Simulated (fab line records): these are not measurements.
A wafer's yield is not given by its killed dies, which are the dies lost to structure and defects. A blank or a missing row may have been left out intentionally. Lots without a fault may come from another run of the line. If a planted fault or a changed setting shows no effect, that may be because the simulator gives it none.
Lot-split experiment :: flow rit-cmos :: 23 wafers read across 5 lots, on a route 202 steps long

ABOUT THE SPLIT
At RIT_M1_SPUTTER_00 (material Al, target thk 400 nm, time 500 s), the setting power-w was moved away from the recipe's 2000 W on 9 of the 23 wafers read, by -12.0% to -3.4%. For the rest of the wafers, this setting stayed at what the recipe calls for.

FROM THE SPLIT ON TO THE READING: in between, the file shows 1 step
- RIT_M1_RS_MEAS_01: measures by four-point-probe

THE READING
M1_AL_THK, in nm, at RIT_M1_THK_MEAS_02 (measures by xrf). Typical for fault-free wafers on this fab line: 400 nm, with standard deviation 3.9 nm.

wafer: L075.1
tool, chamber at the split: pvd-sputter-03, -
power-w as run, W: 2000
against the recipe: recipe
M1_AL_THK, nm: 396
against lot-mates on the recipe: -

wafer: L075.3
tool, chamber at the split: pvd-sputter-03, -
power-w as run, W: 1895
against the recipe: -5.2%
M1_AL_THK, nm: 377
against lot-mates on the recipe: -22

wafer: L075.4
tool, chamber at the split: pvd-sputter-03, -
power-w as run, W: 2000
against the recipe: recipe
M1_AL_THK, nm: 401
against lot-mates on the recipe: -

wafer: L075.5
tool, chamber at the split: pvd-sputter-03, -
power-w as run, W: 1895
against the recipe: -5.2%
M1_AL_THK, nm: 377
against lot-mates on the recipe: -22

wafer: L075.6
tool, chamber at the split: pvd-sputter-03, -
power-w as run, W: 1895
against the recipe: -5.2%
M1_AL_THK, nm: 379
against lot-mates on the recipe: -20

wafer: L076.1
tool, chamber at the split: pvd-sputter-01, -
power-w as run, W: 2000
against the recipe: recipe
M1_AL_THK, nm: 404
against lot-mates on the recipe: -

wafer: L076.2
tool, chamber at the split: pvd-sputter-01, -
power-w as run, W: 2000
against the recipe: recipe
M1_AL_THK, nm: 405
against lot-mates on the recipe: -

wafer: L076.3
tool, chamber at the split: pvd-sputter-01, -
power-w as run, W: 1761
against the recipe: -12.0%
M1_AL_THK, nm: 355
against lot-mates on the recipe: -50

wafer: L076.4
tool, chamber at the split: pvd-sputter-01, -
power-w as run, W: 1761
against the recipe: -12.0%
M1_AL_THK, nm: 359
against lot-mates on the recipe: -46

wafer: L076.5
tool, chamber at the split: pvd-sputter-01, -
power-w as run, W: 1761
against the recipe: -12.0%
M1_AL_THK, nm: 360
against lot-mates on the recipe: -44

wafer: L079.1
tool, chamber at the split: pvd-sputter-03, -
power-w as run, W: 2000
against the recipe: recipe
M1_AL_THK, nm: 399
against lot-mates on the recipe: -

wafer: L079.2
tool, chamber at the split: pvd-sputter-03, -
power-w as run, W: 2000
against the recipe: recipe
M1_AL_THK, nm: 402
against lot-mates on the recipe: -

wafer: L079.3
tool, chamber at the split: pvd-sputter-03, -
power-w as run, W: 2000
against the recipe: recipe
M1_AL_THK, nm: 398
against lot-mates on the recipe: -

wafer: L079.5
tool, chamber at the split: pvd-sputter-03, -
power-w as run, W: 2000
against the recipe: recipe
M1_AL_THK, nm: 398
against lot-mates on the recipe: -

wafer: L079.6
tool, chamber at the split: pvd-sputter-03, -
power-w as run, W: 2000
against the recipe: recipe
M1_AL_THK, nm: 395
against lot-mates on the recipe: -

wafer: L082.1
tool, chamber at the split: pvd-sputter-01, -
power-w as run, W: 2000
against the recipe: recipe
M1_AL_THK, nm: 401
against lot-mates on the recipe: -

wafer: L082.2
tool, chamber at the split: pvd-sputter-01, -
power-w as run, W: 2000
against the recipe: recipe
M1_AL_THK, nm: 400
against lot-mates on the recipe: -

wafer: L082.3
tool, chamber at the split: pvd-sputter-01, -
power-w as run, W: 1931
against the recipe: -3.4%
M1_AL_THK, nm: 382
against lot-mates on the recipe: -18

wafer: L082.4
tool, chamber at the split: pvd-sputter-01, -
power-w as run, W: 1931
against the recipe: -3.4%
M1_AL_THK, nm: 388
against lot-mates on the recipe: -12

wafer: L082.6
tool, chamber at the split: pvd-sputter-01, -
power-w as run, W: 1931
against the recipe: -3.4%
M1_AL_THK, nm: 383
against lot-mates on the recipe: -18

wafer: L085.1
tool, chamber at the split: pvd-sputter-03, -
power-w as run, W: 2000
against the recipe: recipe
M1_AL_THK, nm: 398
against lot-mates on the recipe: -

wafer: L085.5
tool, chamber at the split: pvd-sputter-03, -
power-w as run, W: 2000
against the recipe: recipe
M1_AL_THK, nm: 401
against lot-mates on the recipe: -

wafer: L085.6
tool, chamber at the split: pvd-sputter-03, -
power-w as run, W: 2000
against the recipe: recipe
M1_AL_THK, nm: 392
against lot-mates on the recipe: -

FIT RESULTS
A straight line over all 23 wafers: M1_AL_THK changes by +3.54 nm for each +1% of power-w; r = +0.98; the points scatter about the line by 3.4 nm.
The same after taking each lot's own level away (the mean of its wafers on the recipe; 23 wafers): +3.92 nm for each +1%; r = +0.99; scatter 2.6 nm.
On that fit, the largest move of power-w shifts the reading by 47 nm.
From 397.0 to 404.5 nm: that is the span of the lots' own levels, equal to 1.9 times the standard deviation above.
Consequently the slope shifts little with the lot-to-lot level, the two slopes agreeing.
Check: with one of the wafers moved furthest among these (-12.0%) left out of the fit, the line predicts -46.3 nm for it against its lot-mates. Against them it came out at -49.5 nm.

THESE WAFERS: OTHER SPLITS
Other splits were also applied to these wafers ahead of the reading. Each is held against what the fit with the lots' levels taken away leaves over:
other split on the same wafers: RIT_SPACER_CVD_03 pressure-mtorr
wafers away from the commonest value: 18
r with M1_AL_THK (lot level and that fit taken away): -0.02

other split on the same wafers: RIT_PSD_COAT_01 resist-thk-nm
wafers away from the commonest value: 5
r with M1_AL_THK (lot level and that fit taken away): +0.05

other split on the same wafers: RIT_SDANNEAL_RTA_03 time-s
wafers away from the commonest value: 8
r with M1_AL_THK (lot level and that fit taken away): -0.06

other split on the same wafers: RIT_SILICIDE_SPUTTER_01 time-s
wafers away from the commonest value: 5
r with M1_AL_THK (lot level and that fit taken away): -0.13

other split on the same wafers: RIT_CONTACT_CVD_00 rf-w
wafers away from the commonest value: 9
r with M1_AL_THK (lot level and that fit taken away): -0.35

other split on the same wafers: RIT_CONTACT_DEVELOP_07 develop-time-s
wafers away from the commonest value: 10
r with M1_AL_THK (lot level and that fit taken away): +0.08

THE WHOLE CHAIN: every reading that the file lists as answering this split, in the file's order
step: RIT_M1_SPUTTER_00
what it does: material Al, target thk 400 nm, time 500 s
reading: Al_of_M1_SPUTTER_00.thk-nm (the simulator's own value, which no gauge read)
change (the file's fit): +4.11 nm for each +1% of the setting
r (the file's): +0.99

step: RIT_M1_RS_MEAS_01
what it does: measures by four-point-probe
reading: M1_AL_RS
change (the file's fit): -0.000849 for each +1% of the setting
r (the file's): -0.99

step: RIT_M1_THK_MEAS_02
what it does: measures by xrf
reading: M1_AL_THK
change (the file's fit): +3.97 for each +1% of the setting
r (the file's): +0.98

THE FILE'S OWN FIT
M1_AL_THK changes by +3.97 nm for each +1% of power-w, r = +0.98.
